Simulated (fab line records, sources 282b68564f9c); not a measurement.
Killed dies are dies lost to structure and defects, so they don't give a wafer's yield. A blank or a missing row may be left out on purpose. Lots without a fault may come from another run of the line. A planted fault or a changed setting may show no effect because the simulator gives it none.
fab line records | flow rit_cmos
record lots=14 wafers=42 last_day=7
route steps=202 shown GATE@96 SILICIDE@162 M1@186
lots that met no fault: from a run of the same line without faults
start_h: hours from the record's first day to the start of the lot's first wafer shown | wait_h: hours since the lot's step before | " the same as in the row above | L1.1+2: a row that stands for several wafers | - no value, or no start given | * or withheld: withheld | < > ~ a bound
route shown NAME@n: a module of which the file shows steps, and the number in the route of the first | usual: mean/standard deviation of fault-free wafers | same: alike in all rows | chamber/n: place in a boat | sites: the reading at each site | _std_site: their standard deviation | _edge_site: outer sites' mean less inner sites' | radius_mm: how far each site lies from the wafer's centre | mask NAME#n: copy n | behind: the tool/chamber that last shaped the wafer | hold: why the lot was held/for how many hours/how that ended | device: the transistor (n, p or np) that didn't switch | end of line: the same wafers' tests at the end of the route | a step without rows: its recipe alone | killed: dies lost to structure and defects at the first sort, not the wafer's yield | map: a wafer's dies, x killed, . not, _ none there
set.NAME: the setting as run; set.NAME@STEP: as run at that earlier step | model.NAME: the simulator's own value behind a step, which no gauge read
steps of the route over a sample of lots; a table a step, a row a wafer
services: from which hour (start_h, from the record's first day; less than 0 if before it) a tool's chamber was out of use, for how many hours, and why
## steps
# step RIT_GATE_STRIP_20
# recipe chemistry=O2 time_s=180 resist=NOVOLAK platen_temp_c=withheld power_w=500 pressure_mtorr=4000 o2_flow_sccm=4000
# usual drypump_motor_current_A=6.0/0.47
# columns lot.wafer tool chamber start_h wait_h drypump_motor_current_A rf_hours_counter_h
L971.1 plasma_asher-04 0 37.33 0.1 6.8 26
L971.2 " 1 " " 5.5 26
L971.4 " 0 " " 6.8 -
L972.1 plasma_asher-03 0 42.65 0.1 5.9 41
L972.2 " 1 " " 6.3 41
L972.6 " 1 " " 6.3 -
L974.2 plasma_asher-03 0 52.48 0.1 5.9 41
L974.4 " 0 " " 5.9 -
L974.6 " 0 " " 5.9 -
L975.1 plasma_asher-04 1 57.23 0.1 5.5 27
L975.2 " 0 " " 6.8 27
L975.4 " 1 " " 5.5 -
L976.1 plasma_asher-04 1 66.60 0.1 5.5 28
L976.2 " 0 " " 6.8 28
L976.4 " 0 " " 6.8 -
L977.2 plasma_asher-02 0 72.80 0.1 5.9 42
L977.5 " 1 " " 5.7 -
L977.6 " 0 " " 6.0 -
L978.2 plasma_asher-02 0 74.26 0.1 6.0 42
L978.3 " 1 " " 5.7 -
L978.6 " 0 " " 5.9 -
L981.1 plasma_asher-04 0 89.23 0.1 6.8 30
L981.2 " 1 " " 5.4 30
L981.6 " 1 " " 5.4 -
L985.1 plasma_asher-04 1 108.06 0.1 5.5 33
L985.2 " 0 " " 6.8 33
L985.3 " 1 " " 5.5 -
L984.1 plasma_asher-02 0 108.38 0.1 6.0 47
L984.3 " 0 " " 5.9 -
L984.4 " 1 " " 5.7 -
L989.2 plasma_asher-03 1 128.10 0.1 6.3 51
L989.4 " 0 " " 5.9 -
L989.5 " 1 " " 6.3 -
L992.2 plasma_asher-04 1 142.80 0.1 5.5 38
L992.3 " 1 " " 5.5 -
L992.5 " 0 " " 6.8 -
L993.2 plasma_asher-04 0 147.26 0.1 6.8 38
L993.4 " 1 " " 5.5 -
L993.5 " 1 " " 5.5 -
L994.1 plasma_asher-03 1 152.13 0.1 6.3 54
L994.3 " 1 " " 6.3 -
L994.5 " 1 " " 6.3 -
# step RIT_SILICIDE_SPUTTER_01
# recipe material=Ti target_thk_nm=30 power_w=350 chamber_pressure_pa=0.667 gas=Ar time_s=240 substrate_temp_c=25
# usual cathode_dc_power_W=350.00/0.057 chamber_pressure_pa=0.6670/0.0012 throttle_valve_pct=30.6/0.86
# columns lot.wafer tool chamber start_h wait_h cathode_dc_power_W chamber_pressure_pa throttle_valve_pct
L971.1 pvd_sputter-03 - 51.25 0.0 349.95 0.6659 30.4
L971.2 " - " " 350.04 0.6669 30.8
L971.4 " - " " 349.98 0.6660 31.9
L972.1 pvd_sputter-02 - 55.52 0.0 350.01 0.6660 29.1
L972.2 " - " " 349.96 0.6666 30.8
L972.6 " - " " 350.02 0.6662 30.0
L974.2 pvd_sputter-02 - 65.10 0.0 350.00 0.6679 30.8
L974.4 " - " " 349.96 0.6679 29.0
L974.6 " - " " 350.09 0.6667 30.6
L975.1 pvd_sputter-03 - 71.16 0.0 350.00 0.6660 30.8
L975.2 " - " " 349.92 0.6689 30.4
L975.4 " - " " 350.00 0.6672 31.5
L976.1 pvd_sputter-02 - 81.93 0.0 350.05 0.6684 29.1
L976.2 " - " " 349.98 0.6673 30.9
L976.4 " - " " 349.90 0.6685 30.7
L977.2 pvd_sputter-03 - 87.28 0.0 349.99 0.6658 31.6
L977.5 " - " " 349.87 0.6651 30.4
L977.6 " - " " 350.04 0.6665 31.2
L978.2 pvd_sputter-02 - 87.53 0.0 349.93 0.6653 30.6
L978.3 " - " " 350.01 0.6667 31.1
L978.6 " - " " 350.06 0.6660 30.6
L981.1 pvd_sputter-03 - 102.19 0.0 349.98 0.6673 31.5
L981.2 " - " " 349.97 0.6673 30.9
L981.6 " - " " 350.08 0.6664 31.4
L985.1 pvd_sputter-04 - 121.28 0.0 - - -
L985.2 " - " " - - -
L985.3 " - " " - - -
L984.1 pvd_sputter-03 - 122.01 0.0 - - -
L984.3 " - " " - - -
L984.4 " - " " - - -
L989.2 pvd_sputter-04 - 140.83 0.0 350.09 0.6681 29.4
L989.4 " - " " 350.06 0.6660 28.9
L989.5 " - " " 349.93 0.6642 30.4
L992.2 pvd_sputter-03 - 155.64 0.0 349.91 0.6679 30.5
L992.3 " - " " 350.08 0.6692 31.2
L992.5 " - " " 349.96 0.6666 31.5
L993.2 pvd_sputter-04 - 160.81 0.0 349.98 0.6683 30.5
L993.4 " - " " 349.98 0.6661 31.4
L993.5 " - " " 349.94 0.6689 29.4
L994.1 pvd_sputter-03 - 165.30 0.0 349.95 0.6680 30.6
L994.3 " - " " 349.86 0.6667 31.0
L994.5 " - " " 350.00 0.6672 30.9
# step RIT_SILICIDE_RS_MEAS_02
# recipe thk_meas_gauge=four-point-probe reads=Ti_of_SILICIDE_SPUTTER_01
# usual SILICIDE_TI_RS=48.0/0.61
# columns lot.wafer tool chamber start_h wait_h SILICIDE_TI_RS[ohm/sq]
L971.1 film_metro-04 - 51.40 0.1 47.5
L971.2 " - " " 47.1
L971.4 " - " " 47.1
L972.1 film_metro-04 - 55.67 0.1 49.2
L972.2 " - " " 48.2
L972.6 " - " " 48.6
L974.2 film_metro-04 - 65.27 0.1 47.6
L974.4 " - " " 48.4
L974.6 " - " " 47.6
L975.1 film_metro-03 - 71.31 0.1 47.7
L975.2 " - " " 48.2
L975.4 " - " " 47.5
L976.1 film_metro-03 - 82.08 0.1 48.7
L976.2 " - " " 47.9
L976.4 " - " " 48.3
L977.2 film_metro-04 - 87.45 0.1 47.7
L977.5 " - " " 48.2
L977.6 " - " " 48.2
L978.2 film_metro-04 - 87.70 0.1 48.5
L978.3 " - " " 49.3
L978.6 " - " " 48.5
L981.1 film_metro-04 - 102.34 0.1 47.3
L981.2 " - " " 47.8
L981.6 " - " " 47.6
L985.1 film_metro-04 - 121.43 0.1 -
L985.2 " - " " -
L985.3 " - " " -
L984.1 film_metro-03 - 122.16 0.1 -
L984.3 " - " " -
L984.4 " - " " -
L989.2 film_metro-04 - 141.00 0.1 47.3
L989.4 " - " " 47.8
L989.5 " - " " 48.1
L992.2 film_metro-03 - 155.81 0.1 47.3
L992.3 " - " " 47.4
L992.5 " - " " 46.6
L993.2 film_metro-01 - 160.98 0.1 48.6
L993.4 " - " " 47.4
L993.5 " - " " 48.0
L994.1 film_metro-01 - 165.45 0.1 47.6
L994.3 " - " " 48.2
L994.5 " - " " 48.4
# step RIT_SILICIDE_THK_MEAS_03
# recipe thk_meas_gauge=xrf reads=Ti_of_SILICIDE_SPUTTER_01
# usual SILICIDE_TI_THK=29.4/0.32
# columns lot.wafer tool chamber start_h wait_h SILICIDE_TI_THK[nm]
L971.1 film_metro-04 - 51.52 0.1 29.9
L971.2 " - " " 30.0
L971.4 " - " " 30.1
L972.1 film_metro-04 - 55.79 0.1 29.1
L972.2 " - " " 29.5
L972.6 " - " " 29.3
L974.2 film_metro-04 - 65.38 0.1 29.8
L974.4 " - " " 29.4
L974.6 " - " " 29.7
L975.1 film_metro-03 - 71.43 0.1 29.5
L975.2 " - " " 29.1
L975.4 " - " " 29.4
L976.1 film_metro-03 - 82.20 0.1 29.0
L976.2 " - " " 29.4
L976.4 " - " " 29.2
L977.2 film_metro-04 - 87.56 0.1 29.5
L977.5 " - " " 29.2
L977.6 " - " " 29.4
L978.2 film_metro-04 - 87.81 0.1 29.1
L978.3 " - " " 28.8
L978.6 " - " " 29.2
L981.1 film_metro-04 - 102.46 0.1 29.9
L981.2 " - " " 29.6
L981.6 " - " " 29.6
L985.1 film_metro-04 - 121.55 0.1 <0.0
L985.2 " - " " <0.0
L985.3 " - " " <0.0
L984.1 film_metro-03 - 122.28 0.1 <0.0
L984.3 " - " " <0.0
L984.4 " - " " <0.0
L989.2 film_metro-04 - 141.11 0.1 29.8
L989.4 " - " " 29.6
L989.5 " - " " 29.5
L992.2 film_metro-03 - 155.92 0.1 29.7
L992.3 " - " " 29.6
L992.5 " - " " 29.9
L993.2 film_metro-01 - 161.09 0.1 29.4
L993.4 " - " " 29.8
L993.5 " - " " 29.5
L994.1 film_metro-01 - 165.57 0.1 29.8
L994.3 " - " " 29.6
L994.5 " - " " 29.4
# step RIT_M1_THK_MEAS_02
# recipe thk_meas_gauge=xrf reads=Al_of_M1_SPUTTER_00
# usual M1_AL_THK=392/5
# columns lot.wafer tool chamber start_h wait_h M1_AL_THK[nm]
L971.1 film_metro-01 - 54.61 0.1 402
L971.2 " - " " 403
L971.4 " - " " 389
L972.1 film_metro-03 - 58.85 0.1 388
L972.2 " - " " 387
L972.6 " - " " 389
L974.2 film_metro-03 - 68.40 0.1 387
L974.4 " - " " 390
L974.6 " - " " 387
L975.1 film_metro-02 - 74.30 0.1 387
L975.2 " - " " 392
L975.4 " - " " 398
L976.1 film_metro-03 - 85.20 0.1 393
L976.2 " - " " 396
L976.4 " - " " 395
L977.2 film_metro-03 - 90.62 0.1 401
L977.5 " - " " 399
L977.6 " - " " 390
L978.2 film_metro-02 - 90.96 0.1 383
L978.3 " - " " 389
L978.6 " - " " 387
L981.1 film_metro-01 - 105.34 0.1 388
L981.2 " - " " 390
L981.6 " - " " 388
L989.2 film_metro-01 - 144.11 0.1 385
L989.4 " - " " 387
L989.5 " - " " 397
L992.2 film_metro-02 - 158.79 0.1 390
L992.3 " - " " 390
L992.5 " - " " 388
L993.2 film_metro-02 - 164.14 0.1 391
L993.4 " - " " 395
L993.5 " - " " 399
L994.1 film_metro-03 - 168.65 0.1 392
L994.3 " - " " 397
L994.5 " - " " 390
# step RIT_M1_CD_MEAS_09
# recipe target_cd_nm=2600
# usual cd_nm=2600.8/2.1
# columns lot.wafer tool chamber start_h wait_h cd_nm
L971.1 cd_sem-02 - 55.55 - 2598.4
L971.2 " - " " 2601.0
L971.4 " - " " 2599.5
L972.1 cd_sem-01 - 59.79 - 2603.2
L972.2 " - " " 2602.7
L972.6 " - " " 2601.8
L974.2 cd_sem-01 - 69.47 - 2599.0
L974.4 " - " " 2599.3
L974.6 " - " " 2599.9
L975.1 cd_sem-01 - 75.24 - 2599.9
L975.2 " - " " 2602.7
L975.4 " - " " 2602.6
L976.1 cd_sem-02 - 86.29 - 2603.7
L976.2 " - " " 2602.6
L976.4 " - " " 2603.1
L977.2 cd_sem-01 - 91.76 - 2602.7
L977.5 " - " " 2601.2
L977.6 " - " " 2600.5
L978.2 cd_sem-02 - 91.91 - 2597.2
L978.3 " - " " 2600.3
L978.6 " - " " 2598.8
L981.1 cd_sem-02 - 106.55 - 2602.9
L981.2 " - " " 2604.0
L981.6 " - " " 2601.6
L989.2 cd_sem-01 - 145.23 - 2593.9
L989.4 " - " " 2596.5
L989.5 " - " " 2595.9
L992.2 cd_sem-02 - 159.87 - 2601.3
L992.3 " - " " 2602.8
L992.5 " - " " 2599.7
L993.2 cd_sem-01 - 165.09 - 2603.5
L993.4 " - " " 2600.7
L993.5 " - " " 2600.2
L994.1 cd_sem-02 - 169.72 - 2600.3
L994.3 " - " " 2603.2
L994.5 " - " " 2603.3
## services
# columns tool chamber start_h hours kind
plasma_asher-03 - 45.70 3.9 repair
plasma_asher-04 - 67.36 4.3 pm
pvd_sputter-03 - 126.01 7.3 repair
plasma_asher-03 - 142.21 2.9 repair
## key
first_sign step=RIT_SILICIDE_SPUTTER_01 reading=tool_record direction=missing
effect step=RIT_SILICIDE_RS_MEAS_02 reading=SILICIDE_TI_RS direction=missing
effect step=RIT_SILICIDE_THK_MEAS_03 reading=SILICIDE_TI_THK direction=down sigmas=93 usual=29.4 struck=<0.0
met_at RIT_SILICIDE_SPUTTER_01
struck_lots L984,L985
later_rows_left_out L984.1,L984.3,L984.4,L985.1,L985.2,L985.3
sort_left_out L984.1,L984.3,L984.4,L985.1,L985.2,L985.3
tester_left_out L984,L985
not_acting_at RIT_GATE_STRIP_20,RIT_M1_THK_MEAS_02,RIT_M1_CD_MEAS_09
onset_between 102.19 121.28
fault kind=skipped_step_whole tool=pvd_sputter-03,pvd_sputter-04 chamber=- onset_h=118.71 steps=RIT_SILICIDE_SPUTTER_01 scope=struck_lots_only
# tester_left_out: of these lots the tester's yield and bins aren't shown, on N5 and GAA mostly nor the transistor test; their killed dies are dies lost to structure and defects alone, not to doping, threshold or leakage, so they don't give the yield
# sort_left_out: the simulated sort isn't trusted on such a fault, so these wafers' sort isn't shown, and their yield isn't known
# later_rows_left_out: the simulator's readings of these wafers behind a module that went badly wrong aren't trusted and aren't shown, but for the sort
